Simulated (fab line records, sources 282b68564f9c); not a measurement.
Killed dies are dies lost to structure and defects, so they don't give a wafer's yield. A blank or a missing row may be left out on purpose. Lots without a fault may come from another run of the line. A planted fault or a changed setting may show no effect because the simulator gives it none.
fab line records | flow rit_cmos
record lots=6 wafers=18 last_day=5
route steps=202 shown REOX@100 NLDD@103 PLDD@114 SPACER@125 NSD@131 M1@202
lots that met no fault: from a run of the same line without faults
start_h: hours from the record's first day to the start of the lot's first wafer shown | wait_h: hours since the lot's step before | " the same as in the row above | L1.1+2: a row that stands for several wafers | - no value, or no start given | * or withheld: withheld | < > ~ a bound
route shown NAME@n: a module of which the file shows steps, and the number in the route of the first | usual: mean/standard deviation of fault-free wafers | same: alike in all rows | chamber/n: place in a boat | sites: the reading at each site | _std_site: their standard deviation | _edge_site: outer sites' mean less inner sites' | radius_mm: how far each site lies from the wafer's centre | mask NAME#n: copy n | behind: the tool/chamber that last shaped the wafer | hold: why the lot was held/for how many hours/how that ended | device: the transistor (n, p or np) that didn't switch | end of line: the same wafers' tests at the end of the route | a step without rows: its recipe alone | killed: dies lost to structure and defects at the first sort, not the wafer's yield | map: a wafer's dies, x killed, . not, _ none there
set.NAME: the setting as run; set.NAME@STEP: as run at that earlier step | model.NAME: the simulator's own value behind a step, which no gauge read
lots at some steps of the route; a table a step, a row a wafer
services: from which hour (start_h, from the record's first day; less than 0 if before it) a tool's chamber was out of use, for how many hours, and why
## steps
# step RIT_REOX_CLEAN_02
# recipe chemistry=SC2 mix=3:3:50 time_s=600 temp_c=75 dry=n2_spin
# step RIT_REOX_OXIDATION_03
# recipe temp_c=900 ambient=O2 target_thk_a=252 ox_time_s=5580
# step RIT_REOX_THK_MEAS_04
# recipe reads=SiO2_of_REOX_OXIDATION_03
# usual REOX_OXIDE_THK=25.2/0.56
# columns lot.wafer tool chamber start_h wait_h REOX_OXIDE_THK[nm]
L359.2 film_metro-03 - 40.24 0.0 25.3
L359.4 " - " " 24.7
L359.5 " - " " 25.3
L361.1 film_metro-01 - 52.36 0.0 24.9
L361.5 " - " " 25.3
L361.6 " - " " 25.2
L363.2 film_metro-03 - 60.47 0.0 24.0
L363.5 " - " " 23.5
L363.6 " - " " 24.0
L364.1 film_metro-02 - 65.57 0.0 25.8
L364.5 " - " " 25.2
L364.6 " - " " 25.2
L367.3 film_metro-01 - 81.22 0.0 25.9
L367.4 " - " " 25.7
L367.5 " - " " 25.5
L371.2 film_metro-03 - 99.84 0.0 25.3
L371.3 " - " " 25.4
L371.4 " - " " 25.0
# step RIT_NLDD_HMDS_00
# recipe prime_time_s=60 prime_temp_c=140
# step RIT_NLDD_COAT_01
# recipe resist=NOVOLAK spin_rpm=3250 resist_thk_nm=1000
# step RIT_NLDD_SOFTBAKE_02
# recipe resist=NOVOLAK temp_c=90 time_s=62.18
# usual plate_sensor_t_centre_C=90.970/0.01 plate_sensor_t_edge_C=91.019/0.0096 resist_line_temp_C=22.99/0.11
# columns lot.wafer tool chamber start_h wait_h plate_sensor_t_centre_C plate_sensor_t_edge_C resist_line_temp_C
L359.2 litho_track-03 0 40.63 0.1 90.988 91.032 22.91
L359.4 " 0 " " 90.986 91.020 22.88
L359.5 " 0 " " 90.977 91.008 23.24
L361.1 litho_track-03 0 52.72 0.1 90.979 91.016 23.05
L361.5 " 0 " " 90.968 91.018 23.04
L361.6 " 0 " " 90.984 91.029 22.87
L363.2 litho_track-01 0 60.84 0.1 90.975 91.015 23.00
L363.5 " 0 " " 90.956 91.039 23.01
L363.6 " 0 " " 90.986 91.026 23.25
L364.1 litho_track-04 0 65.93 0.1 90.973 91.017 23.16
L364.5 " 0 " " 90.966 91.008 23.03
L364.6 " 0 " " 90.968 91.014 23.06
L367.3 litho_track-01 0 81.61 0.1 90.960 91.024 22.91
L367.4 " 0 " " 90.970 91.040 22.89
L367.5 " 0 " " 90.959 91.027 22.87
L371.2 litho_track-01 0 100.22 0.1 90.982 91.015 23.07
L371.3 " 0 " " 90.949 91.034 22.91
L371.4 " 0 " " 90.963 91.005 22.91
# step RIT_NLDD_EXPOSE_03
# recipe mask_id=M7 na=0.57 target_cd_nm=40700 dose_mj=250
# step RIT_NLDD_PEB_04
# recipe resist=NOVOLAK temp_c=withheld time_s=withheld
# step RIT_NLDD_DEVELOP_05
# recipe resist=NOVOLAK develop_time_s=50 dev_temp_c=23
# step RIT_NLDD_OVL_MEAS_06
# usual NLDD_OVL=-0.6/1.6
# columns lot.wafer tool chamber start_h wait_h NLDD_OVL[nm]
L359.2 overlay-02 - 41.29 - -1.3
L359.4 " - " " -2.6
L359.5 " - " " -1.7
L361.1 overlay-01 - 53.27 - -0.1
L361.5 " - " " 1.9
L361.6 " - " " 1.1
L363.2 overlay-02 - 61.37 - -1.7
L363.5 " - " " -0.9
L363.6 " - " " -0.8
L364.1 overlay-01 - 66.60 - -3.0
L364.5 " - " " -1.7
L364.6 " - " " -2.3
L367.3 overlay-02 - 82.25 - -1.2
L367.4 " - " " -0.8
L367.5 " - " " -1.2
L371.2 overlay-01 - 100.87 - 1.9
L371.3 " - " " 2.6
L371.4 " - " " 1.9
# step RIT_NLDD_HARDBAKE_07
# recipe resist=NOVOLAK temp_c=141 time_s=60
# step RIT_NLDD_IMPLANT_08
# recipe species=P energy_kev=20 dose_cm2=5e+14 tilt_deg=7
# step RIT_NLDD_STRIP_09
# recipe chemistry=O2 time_s=180 resist=NOVOLAK platen_temp_c=withheld power_w=500 pressure_mtorr=4000 o2_flow_sccm=4000
# usual drypump_motor_current_A=5.5/0.41
# columns lot.wafer tool chamber start_h wait_h drypump_motor_current_A rf_hours_counter_h
L359.2 plasma_asher-02 0 41.62 0.1 5.9 41
L359.4 " 0 " " 5.9 -
L359.5 " 0 " " 5.9 -
L361.1 plasma_asher-02 0 53.61 0.1 5.9 43
L361.5 " 1 " " 5.8 -
L361.6 " 0 " " 5.9 -
L363.2 plasma_asher-04 0 61.70 0.1 5.3 27
L363.5 " 1 " " 5.7 -
L363.6 " 0 " " 5.3 -
L364.1 plasma_asher-04 0 66.94 0.1 5.3 27
L364.5 " 1 " " 5.7 -
L364.6 " 0 " " 5.3 -
L367.3 plasma_asher-01 0 82.63 0.1 4.7 -
L367.4 " 1 " " 5.2 -
L367.5 " 1 " " 5.2 -
L371.2 plasma_asher-04 1 101.20 0.1 5.7 31
L371.3 " 0 " " 5.3 -
L371.4 " 1 " " 5.7 -
# step RIT_NLDD_TW_MEAS_10
# usual NLDD_TW=2507/15
# columns lot.wafer tool chamber start_h wait_h NLDD_TW
L359.2 film_metro-04 - 41.80 0.1 2499
L359.4 " - " " 2487
L359.5 " - " " 2484
L361.1 film_metro-03 - 53.78 0.1 2522
L361.5 " - " " 2517
L361.6 " - " " 2523
L363.2 film_metro-03 - 61.89 0.1 2502
L363.5 " - " " 2530
L363.6 " - " " 2541
L364.1 film_metro-03 - 67.11 0.1 2531
L364.5 " - " " 2520
L364.6 " - " " 2516
L367.3 film_metro-04 - 82.77 0.1 2491
L367.4 " - " " 2499
L367.5 " - " " 2488
L371.2 film_metro-01 - 101.39 0.1 2499
L371.3 " - " " 2503
L371.4 " - " " 2522
# step RIT_PLDD_HMDS_00
# recipe prime_time_s=60 prime_temp_c=140
# step RIT_PLDD_COAT_01
# recipe resist=NOVOLAK spin_rpm=3250 resist_thk_nm=1000
# step RIT_PLDD_SOFTBAKE_02
# recipe resist=NOVOLAK temp_c=90 time_s=60
# step RIT_PLDD_EXPOSE_03
# recipe mask_id=M8 na=0.57 target_cd_nm=40900 dose_mj=250
# step RIT_PLDD_PEB_04
# recipe resist=NOVOLAK temp_c=withheld time_s=withheld
# step RIT_PLDD_DEVELOP_05
# recipe resist=NOVOLAK develop_time_s=50 dev_temp_c=23
# step RIT_PLDD_OVL_MEAS_06
# usual PLDD_OVL=-0.2/1.5
# columns lot.wafer tool chamber start_h wait_h PLDD_OVL[nm]
L359.2 overlay-01 - 42.71 - 0.1
L359.4 " - " " -0.3
L359.5 " - " " -0.2
L361.1 overlay-02 - 54.69 - -0.6
L361.5 " - " " -0.5
L361.6 " - " " 0.4
L363.2 overlay-01 - 62.80 - 2.3
L363.5 " - " " 0.3
L363.6 " - " " 1.9
L364.1 overlay-01 - 68.02 - 2.3
L364.5 " - " " 3.9
L364.6 " - " " 1.7
L367.3 overlay-01 - 83.67 - -0.8
L367.4 " - " " -0.7
L367.5 " - " " 0.5
L371.2 overlay-02 - 102.42 - -1.7
L371.3 " - " " -0.4
L371.4 " - " " -0.4
# step RIT_PLDD_HARDBAKE_07
# recipe resist=NOVOLAK temp_c=140 time_s=60
# step RIT_PLDD_IMPLANT_08
# recipe species=BF2 energy_kev=20 dose_cm2=9e+14 tilt_deg=7
# step RIT_PLDD_STRIP_09
# recipe chemistry=O2 time_s=180 resist=NOVOLAK platen_temp_c=withheld power_w=500 pressure_mtorr=4000 o2_flow_sccm=4000
# usual drypump_motor_current_A=5.6/0.46
# columns lot.wafer tool chamber start_h wait_h drypump_motor_current_A rf_hours_counter_h
L359.2 plasma_asher-03 1 43.04 0.1 5.8 38
L359.4 " 1 " " 5.8 -
L359.5 " 0 " " 6.0 -
L361.1 plasma_asher-02 0 55.03 0.1 5.9 43
L361.5 " 0 " " 5.9 -
L361.6 " 1 " " 5.8 -
L363.2 plasma_asher-01 1 63.13 0.1 5.2 41
L363.5 " 0 " " 4.6 -
L363.6 " 1 " " 5.2 -
L364.1 plasma_asher-03 0 68.36 0.1 6.0 41
L364.5 " 1 " " 5.8 -
L364.6 " 0 " " 5.9 -
L367.3 plasma_asher-03 0 84.06 0.1 6.0 -
L367.4 " 1 " " 5.9 -
L367.5 " 0 " " 5.9 -
L371.2 plasma_asher-01 0 102.75 0.1 4.7 46
L371.3 " 0 " " 4.7 -
L371.4 " 1 " " 5.2 -
# step RIT_PLDD_TW_MEAS_10
# usual PLDD_TW=2358/12
# columns lot.wafer tool chamber start_h wait_h PLDD_TW
L359.2 film_metro-04 - 43.22 0.1 2350
L359.4 " - " " 2351
L359.5 " - " " 2350
L361.1 film_metro-01 - 55.20 0.1 2361
L361.5 " - " " 2357
L361.6 " - " " 2351
L363.2 film_metro-01 - 63.31 0.1 2353
L363.5 " - " " 2365
L363.6 " - " " 2352
L364.1 film_metro-04 - 68.54 0.1 2332
L364.5 " - " " 2343
L364.6 " - " " 2328
L367.3 film_metro-03 - 84.19 0.1 2345
L367.4 " - " " 2377
L367.5 " - " " 2369
L371.2 film_metro-04 - 102.94 0.1 2337
L371.3 " - " " 2347
L371.4 " - " " 2349
# step RIT_SPACER_CLEAN_00
# recipe chemistry=SC1 mix=3:3:50 time_s=600 temp_c=75
# step RIT_SPACER_CLEAN_01
# recipe chemistry=dHF dilution=50:1 time_s=30
# step RIT_SPACER_CLEAN_02
# recipe chemistry=SC2 mix=3:3:50 time_s=600 temp_c=75 dry=n2_spin
# step RIT_SPACER_CVD_03
# recipe material=Si3N4 target_thk_nm=250 temp_c=810 precursor=SiH2Cl2/NH3 time_s=3300 pressure_mtorr=300 sih2cl2_flow_sccm=60 nh3_flow_sccm=150
# step RIT_SPACER_THK_MEAS_04
# recipe reads=Si3N4_of_SPACER_CVD_03
# usual SPACER_NITRIDE_THK=249.3/2.4
# columns lot.wafer tool chamber start_h wait_h SPACER_NITRIDE_THK[nm]
L359.2 film_metro-03 - 45.57 0.0 248.3
L359.4 " - " " 248.4
L359.5 " - " " 246.9
L361.1 film_metro-02 - 57.55 0.0 252.2
L361.5 " - " " 250.9
L361.6 " - " " 251.2
L363.2 film_metro-03 - 65.67 0.0 251.5
L363.5 " - " " 251.9
L363.6 " - " " 251.2
L364.1 film_metro-02 - 70.90 0.0 253.2
L364.5 " - " " 254.3
L364.6 " - " " 252.1
L367.3 film_metro-04 - 86.54 0.0 250.0
L367.4 " - " " 251.6
L367.5 " - " " 250.6
L371.2 film_metro-02 - 105.35 0.0 247.6
L371.3 " - " " 249.4
L371.4 " - " " 249.8
# step RIT_SPACER_ETCHBACK_05
# recipe target_depth_a=2500 SF6_flow_sccm=30 CHF3_flow_sccm=30 target=Si3N4 chemistry=SF6/CHF3 pressure_mtorr=40 rf_w=241.3 time_s=240 stop_on=SiO2
# usual drypump_motor_current_A=5.8/0.44 oes_product_au=0.840/0.013 throttle_valve_pct=10.29/0.17
# columns lot.wafer tool chamber start_h wait_h drypump_motor_current_A oes_product_au rf_hours_counter_h throttle_valve_pct
L359.2 rie_diel-04 2 45.62 0.0 5.3 0.830 6 10.56
L359.4 " 1 " " 6.1 0.841 43 10.02
L359.5 " 3 " " 5.1 0.819 - 10.57
L361.1 rie_diel-02 3 57.61 0.1 6.2 0.824 154 10.41
L361.5 " 3 " " 6.2 0.834 - 10.42
L361.6 " 2 " " 5.5 0.829 - 10.34
L363.2 rie_diel-01 3 65.72 0.0 5.5 0.834 4 10.28
L363.5 " 3 " " 5.5 0.858 - 10.25
L363.6 " 0 " " 6.1 0.848 - 10.12
L364.1 rie_diel-04 2 70.96 0.1 5.4 0.847 6 10.55
L364.5 " 2 " " 5.3 0.854 - 10.57
L364.6 " 0 " " 6.3 0.845 - 10.07
L367.3 rie_diel-01 1 86.58 0.0 5.8 0.838 0 10.30
L367.4 " 2 " " 6.2 0.877 52 10.19
L367.5 " 3 " " 5.5 0.847 - 10.25
L371.2 rie_diel-01 0 105.40 0.0 6.1 0.846 150 10.11
L371.3 " 3 " " 5.5 0.829 5 10.25
L371.4 " 1 " " 5.8 0.834 1 10.31
# step RIT_NSD_HMDS_00
# recipe prime_time_s=60 prime_temp_c=140
# step RIT_NSD_COAT_01
# recipe resist=NOVOLAK spin_rpm=3250 resist_thk_nm=1000
# step RIT_NSD_SOFTBAKE_02
# recipe resist=NOVOLAK temp_c=90 time_s=60
# step RIT_NSD_EXPOSE_03
# recipe mask_id=M9 na=0.57 target_cd_nm=40700 dose_mj=250
# step RIT_NSD_PEB_04
# recipe resist=NOVOLAK temp_c=withheld time_s=withheld
# step RIT_NSD_DEVELOP_05
# recipe resist=NOVOLAK develop_time_s=50 dev_temp_c=23
# step RIT_NSD_OVL_MEAS_06
# usual NSD_OVL=1.3/1.2
# columns lot.wafer tool chamber start_h wait_h NSD_OVL[nm]
L359.2 overlay-01 - 46.84 - 1.9
L359.4 " - " " 1.4
L359.5 " - " " 2.7
L361.1 overlay-02 - 58.73 - 1.7
L361.5 " - " " 1.2
L361.6 " - " " 2.5
L363.2 overlay-02 - 66.89 - 0.9
L363.5 " - " " 2.6
L363.6 " - " " 2.8
L364.1 overlay-02 - 72.13 - 0.5
L364.5 " - " " -1.2
L364.6 " - " " 2.1
L367.3 overlay-01 - 87.71 - 0.8
L367.4 " - " " 2.4
L367.5 " - " " 2.1
L371.2 overlay-01 - 106.53 - 0.4
L371.3 " - " " -0.2
L371.4 " - " " 0.0
# step RIT_NSD_HARDBAKE_07
# recipe resist=NOVOLAK temp_c=140 time_s=60
# step RIT_NSD_IMPLANT_08
# recipe species=P energy_kev=25 dose_cm2=1e+15 tilt_deg=7
# step RIT_NSD_STRIP_09
# recipe chemistry=O2 time_s=180 resist=NOVOLAK platen_temp_c=withheld power_w=500 pressure_mtorr=4000 o2_flow_sccm=4000
# usual drypump_motor_current_A=5.5/0.43
# columns lot.wafer tool chamber start_h wait_h drypump_motor_current_A rf_hours_counter_h
L359.2 plasma_asher-01 1 47.18 0.1 5.1 40
L359.4 " 0 " " 4.7 -
L359.5 " 1 " " 5.2 -
L361.1 plasma_asher-04 1 59.07 0.1 5.8 27
L361.5 " 1 " " 5.7 -
L361.6 " 0 " " 5.3 -
L363.2 plasma_asher-01 0 67.22 0.1 4.7 42
L363.5 " 1 " " 5.1 -
L363.6 " 0 " " 4.6 -
L364.1 plasma_asher-01 1 72.46 0.1 5.2 43
L364.5 " 0 " " 4.7 -
L364.6 " 1 " " 5.2 -
L367.3 plasma_asher-03 0 88.10 0.1 5.9 -
L367.4 " 1 " " 5.9 -
L367.5 " 0 " " 5.9 -
L371.2 plasma_asher-03 0 106.86 0.1 5.9 45
L371.3 " 0 " " 5.9 -
L371.4 " 1 " " 5.8 -
# step RIT_NSD_TW_MEAS_10
# usual NSD_TW=3135/14
# columns lot.wafer tool chamber start_h wait_h NSD_TW
L359.2 film_metro-01 - 47.37 0.1 3143
L359.4 " - " " 3153
L359.5 " - " " 3137
L361.1 film_metro-01 - 59.24 0.1 3149
L361.5 " - " " 3137
L361.6 " - " " 3147
L363.2 film_metro-04 - 67.41 0.1 3112
L363.5 " - " " 3114
L363.6 " - " " 3121
L364.1 film_metro-04 - 72.64 0.1 3116
L364.5 " - " " 3119
L364.6 " - " " 3122
L367.3 film_metro-01 - 88.23 0.1 3126
L367.4 " - " " 3136
L367.5 " - " " 3125
L371.2 film_metro-01 - 107.04 0.1 3150
L371.3 " - " " 3150
L371.4 " - " " 3143
# step RIT_M1_PROBE_99
# usual killed_at_M0_to_M3=0.0/0.083 killed_at_contacts=0.0/0.18 killed_at_front_end=6/3.1 killed_dies=6/3.1 killed_on_rim=1.7/1.5 killed_open=3.4/1.9 killed_short=3.1/2
# same gross_dies=264 killed_at_M4_up=0 killed_at_back_side=0 killed_at_other=0
# columns lot.wafer tool chamber start_h wait_h killed_at_M0_to_M3 killed_at_contacts killed_at_front_end killed_dies killed_on_rim killed_open killed_short
L359.2 prober-02 - 57.00 0.1 0 0 15 15 2 5 10
L359.4 prober-02 - 57.10 0.2 0 0 6 6 0 4 2
L359.5 prober-02 - 57.15 0.2 0 1 11 12 2 8 4
L361.1 prober-02 - 70.15 0.1 0 0 3 3 1 1 2
L361.5 prober-02 - 70.35 0.2 0 0 3 3 1 1 2
L361.6 prober-02 - 70.40 0.2 0 0 4 4 1 3 1
L363.2 prober-01 - 76.83 0.1 0 0 3 3 1 3 0
L363.5 prober-01 - 76.98 0.2 0 1 4 5 1 4 1
L363.6 prober-01 - 77.03 0.2 0 0 6 6 3 3 3
L364.1 prober-02 - 81.91 0.1 0 0 32 32 10 3 2
L364.5 prober-02 - 82.11 0.2 0 0 7 7 1 6 1
L364.6 prober-02 - 82.16 0.2 0 0 45 45 13 10 8
L367.3 prober-01 - 98.64 0.2 0 0 9 9 4 3 6
L367.4 prober-01 - 98.69 0.2 0 0 4 4 2 4 0
L367.5 prober-01 - 98.74 0.2 0 0 6 6 0 1 5
L371.2 prober-01 - 116.55 0.1 1 0 6 7 1 2 5
L371.3 prober-01 - 116.60 0.2 0 0 34 34 11 3 7
L371.4 prober-01 - 116.65 0.2 0 0 6 6 3 5 1
# killed by level:class
L359.2 GATE:geometric_particle:short=5 FOX1:geometric_particle:short=2 GATE:geometric_particle:open=2 REOX:geometric_particle:short=2 REOX:geometric_particle:open=2 FOX2:geometric_particle:short=1 SILICIDE:geometric_particle:open=1
L359.4 GATE:geometric_particle:open=2 FOX1:geometric_particle:open=1 FOX1:geometric_particle:short=1 GATE:geometric_particle:short=1 SILICIDE:geometric_particle:open=1
L359.5 GATE:geometric_particle:open=5 GATE:geometric_particle:short=3 FOX1:geometric_particle:open=2 REOX:geometric_particle:short=1 CONTACT:geometric_particle:open=1
L361.1 FOX2:geometric_particle:short=1 GATE:geometric_particle:open=1 SILICIDE:geometric_particle:short=1
L361.5 FOX2:geometric_particle:short=1 GATE:geometric_particle:open=1 SPACER:geometric_particle:short=1
L361.6 SPACER:geometric_particle:open=2 GATE:geometric_particle:open=1 SPACER:geometric_particle:short=1
L363.2 REOX:geometric_particle:open=2 FOX1:geometric_particle:open=1
L363.5 FOX1:geometric_particle:open=1 GATE:geometric_particle:open=1 REOX:geometric_particle:short=1 SPACER:geometric_particle:open=1 CONTACT:geometric_particle:open=1
L363.6 GATE:geometric_particle:open=2 GATE:geometric_particle:short=2 FOX1:geometric_particle:short=1 REOX:geometric_particle:open=1
L364.1 NLDD:unspecified=27 GATE:geometric_particle:open=2 GATE:geometric_particle:short=2 SPACER:geometric_particle:open=1
L364.5 GATE:geometric_particle:open=3 FOX1:geometric_particle:short=1 FOX1:geometric_particle:open=1 FOX2:geometric_particle:open=1 SPACER:geometric_particle:open=1
L364.6 NLDD:unspecified=27 SPACER:geometric_particle:open=4 GATE:geometric_particle:short=3 GATE:geometric_particle:open=2 REOX:geometric_particle:open=2 SPACER:geometric_particle:short=2 SILICIDE:geometric_particle:short=2 SILICIDE:geometric_particle:open=2
L367.3 GATE:geometric_particle:open=3 SILICIDE:geometric_particle:short=3 GATE:geometric_particle:short=2 REOX:geometric_particle:short=1
L367.4 GATE:geometric_particle:open=2 FOX2:geometric_particle:open=1 SPACER:geometric_particle:open=1
L367.5 GATE:geometric_particle:short=4 FOX2:geometric_particle:open=1 SPACER:geometric_particle:short=1
L371.2 ACTIVE:geometric_particle:short=1 FOX1:geometric_particle:short=1 GATE:geometric_particle:short=1 SPACER:geometric_particle:open=1 SILICIDE:geometric_particle:open=1 SILICIDE:geometric_particle:short=1 M1:geometric_particle:short=1
L371.3 NLDD:unspecified=24 FOX2:geometric_particle:short=2 GATE:geometric_particle:open=2 FOX1:geometric_particle:short=1 FOX1:geometric_particle:open=1 GATE:geometric_particle:short=1 REOX:geometric_particle:short=1 SPACER:geometric_particle:short=1
L371.4 FOX2:geometric_particle:open=2 GATE:geometric_particle:short=1 GATE:geometric_particle:open=1 SPACER:geometric_particle:open=1 SILICIDE:geometric_particle:open=1
# map L364.6 (x killed, . not)
________..x...._______
_____..........x..____
____....x..........___
___.....x.x.........__
__......x.....x...x.._
__.....x............._
_..x..........x.......
_..............x....x.
_...............x.....
_.....x...........x.x.
__....xxx............_
__..xx.xx.x.........._
___.xxxxxx..........__
____xxxxxx.........___
_____xxxxx........____
________x.x.x.._______
# map L371.3 (x killed, . not)
________......._______
_____.x..x........____
____..........x....___
___......x..........__
__..................._
__..................._
_....................x
_.....................
_.............x.......
_.....................
__..xx..............._
__.xxxxx.x........x.._
___.xxxxxx..........__
____xxxxxx.........___
_____xxxxxx.......____
________x......_______
## services
# columns tool chamber start_h hours kind
rie_diel-04 2 27.79 10.4 repair
rie_diel-01 0 30.76 19.4 repair
rie_diel-01 1 32.34 2.6 repair
rie_diel-02 - 39.46 1.9 repair
rie_diel-04 1 46.52 11.5 repair
rie_diel-01 1 50.16 - clean
rie_diel-01 1 50.16 19.1 scheduled_down
rie_diel-01 1 50.16 19.1 vent_cycle
rie_diel-04 1 58.94 12.4 repair
rie_diel-01 - 60.98 4.1 repair
rie_diel-04 3 63.48 12.8 repair
rie_diel-01 - 67.61 0.7 repair
rie_diel-02 - 71.46 2.8 pm
rie_diel-04 2 78.94 5.8 repair
## key
first_sign step=RIT_M1_PROBE_99 reading=killed_at_front_end direction=up sigmas=9.8 usual=6 struck=37
effect step=RIT_M1_PROBE_99 reading=killed_dies direction=up sigmas=9.8 usual=6 struck=37
met_at RIT_NLDD_STRIP_09
struck_wafers L364.1,L364.6,L371.3
tester_left_out L364,L371
onset_between 61.70 66.94
fault kind=chamber_particle_source tool=plasma_asher-04 chamber=0 onset_h=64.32 steps=RIT_NLDD_STRIP_09 rate_per_visit_cm2=1.1959 end_h=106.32
# tester_left_out: of these lots the tester's yield and bins aren't shown, on N5 and GAA mostly nor the transistor test; their killed dies are dies lost to structure and defects alone, not to doping, threshold or leakage, so they don't give the yield
